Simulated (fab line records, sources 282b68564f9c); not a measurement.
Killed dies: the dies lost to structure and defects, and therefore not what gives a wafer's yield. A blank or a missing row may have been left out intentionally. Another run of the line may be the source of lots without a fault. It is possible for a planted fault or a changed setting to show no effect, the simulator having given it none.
Tool commonality check    flow rit-cmos    Lots sampled 13, wafers sampled 39

WHY THIS WAS OPENED
RIT_NLDD_TW_MEAS_10, reading NLDD_TW: flagged on 1 of 13 lots. Wafers without a fault read 2491, standard deviation 28.
Rule: a lot is flagged in two cases, either no wafer of it has a number, or all its wafers with numbers fall more than 4 standard deviations from that mean. The other lots count as sound.

lot   measured     on             NLDD_TW, wafer by wafer  flag
L628  day 3 04:38  film-metro-03  2469 2476 2461           
L630  day 3 19:24  film-metro-02  30 30 30                 FLAGGED
L631  day 3 23:52  film-metro-04  2510 2509 2504           
L635  day 4 19:16  film-metro-04  2523 2528 2521           
L639  day 5 11:46  film-metro-03  2470 2462 2475           
L640  day 5 15:49  film-metro-03  2473 2473 2461           
L641  day 5 23:47  film-metro-03  2469 2468 2479           
L642  day 6 02:21  film-metro-02  2466 2465 2459           
L644  day 6 12:29  film-metro-04  2520 2526 2520           
L646  day 6 19:25  film-metro-04  2502 2521 2515           
L647  day 7 02:37  film-metro-04  2535 2523 2534           
L648  day 7 07:17  film-metro-03  2492 2472 2486           
L650  day 7 14:53  film-metro-03  2484 2484 2481           
Average over the flagged lots: 30; offset from the usual -2461, equal to -88 standard deviations.

WHICH TOOL RAN EACH LOT
2 process steps preceding the reading are held in the record, out of 202 steps in the route. Cell contents, in order: the tool; ch with the chambers the sampled wafers went through; the start.
lot   flag     RIT_ACTIVE_STRIP_14                  RIT_NLDD_EXPOSE_03
L628           plasma-asher-04 ch 0,1, day 1 19:58  iline-stepper-01 ch 0, day 3 03:43
L630  FLAGGED  plasma-asher-01 ch 0,1, day 2 06:17  iline-stepper-01 ch 0, day 3 18:31
L631           plasma-asher-02 ch 0,1, day 2 13:12  iline-stepper-01 ch 0, day 3 22:57
L635           plasma-asher-04 ch 0,1, day 3 09:30  iline-stepper-01 ch 0, day 4 18:22
L639           plasma-asher-01 ch 0,1, day 4 04:28  iline-stepper-01 ch 0, day 5 10:52
L640           plasma-asher-02 ch 0,1, day 4 08:23  iline-stepper-01 ch 0, day 5 14:56
L641           plasma-asher-01 ch 0,1, day 4 14:50  iline-stepper-01 ch 0, day 5 22:53
L642           plasma-asher-04 ch 0,1, day 4 19:34  iline-stepper-01 ch 0, day 6 01:27
L644           plasma-asher-02 ch 0,1, day 5 04:04  iline-stepper-01 ch 0, day 6 11:22
L646           plasma-asher-01 ch 0,1, day 5 15:11  iline-stepper-01 ch 0, day 6 18:31
L647           plasma-asher-01 ch 0,1, day 5 19:20  iline-stepper-01 ch 0, day 7 01:41
L648           plasma-asher-04 ch 0,1, day 6 00:41  iline-stepper-02 ch 0, day 7 06:23
L650           plasma-asher-01 ch 0, day 6 10:51    iline-stepper-02 ch 0, day 7 13:56
What the steps here do:
- RIT_ACTIVE_STRIP_14: strips in O2, time 180 s.
- RIT_NLDD_EXPOSE_03: exposes mask M7, target cd 40700 nm.
- RIT_NLDD_TW_MEAS_10

FLAGGED OVER TOTAL, TOOL BY TOOL (the gauges that took the reading come last)
step                 tool              lots run  flagged  share of the flagged lots  sound lots run after its first flagged lot
RIT_ACTIVE_STRIP_14  plasma-asher-01   6         1        all                        5 (L639,L641,L646,L647,L650)
RIT_ACTIVE_STRIP_14  plasma-asher-02   3         0        none                       -
RIT_ACTIVE_STRIP_14  plasma-asher-04   4         0        none                       -
RIT_NLDD_EXPOSE_03   iline-stepper-01  11        1        all                        9 (L631,L635,L639,L640,L641,L642,L644,L646,L647)
RIT_NLDD_EXPOSE_03   iline-stepper-02  2         0        none                       -
RIT_NLDD_TW_MEAS_10  film-metro-02     2         1        all                        1 (L642)
RIT_NLDD_TW_MEAS_10  film-metro-03     6         0        none                       -
RIT_NLDD_TW_MEAS_10  film-metro-04     5         0        none                       -

WHAT IS ALLOWED BY THE TABLE
Every flagged lot was run by 3 rows of the table: plasma-asher-01 at RIT_ACTIVE_STRIP_14, iline-stepper-01 at RIT_NLDD_EXPOSE_03 and film-metro-02 at RIT_NLDD_TW_MEAS_10.
- plasma-asher-01 at RIT_ACTIVE_STRIP_14: 1 of its 6 lots flagged. After the first flagged lot (L639, L641, L646, L647, L650), sound lots still ran on it; a lasting fault on the whole tool would not permit that.
- iline-stepper-01 at RIT_NLDD_EXPOSE_03: 1 of its 11 lots flagged. After the first flagged lot (L631, L635, L639, L640, L641, L642, L644, L646, L647), sound lots still ran on it; a lasting fault on the whole tool would not permit that.
- film-metro-02 at RIT_NLDD_TW_MEAS_10: 1 of its 2 lots flagged. After the first flagged lot (L642), sound lots still ran on it; a lasting fault on the whole tool would not permit that.
No row of the table ran every flagged lot and no sound lot after the first.

WHAT THE SIMULATOR HAD PUT IN
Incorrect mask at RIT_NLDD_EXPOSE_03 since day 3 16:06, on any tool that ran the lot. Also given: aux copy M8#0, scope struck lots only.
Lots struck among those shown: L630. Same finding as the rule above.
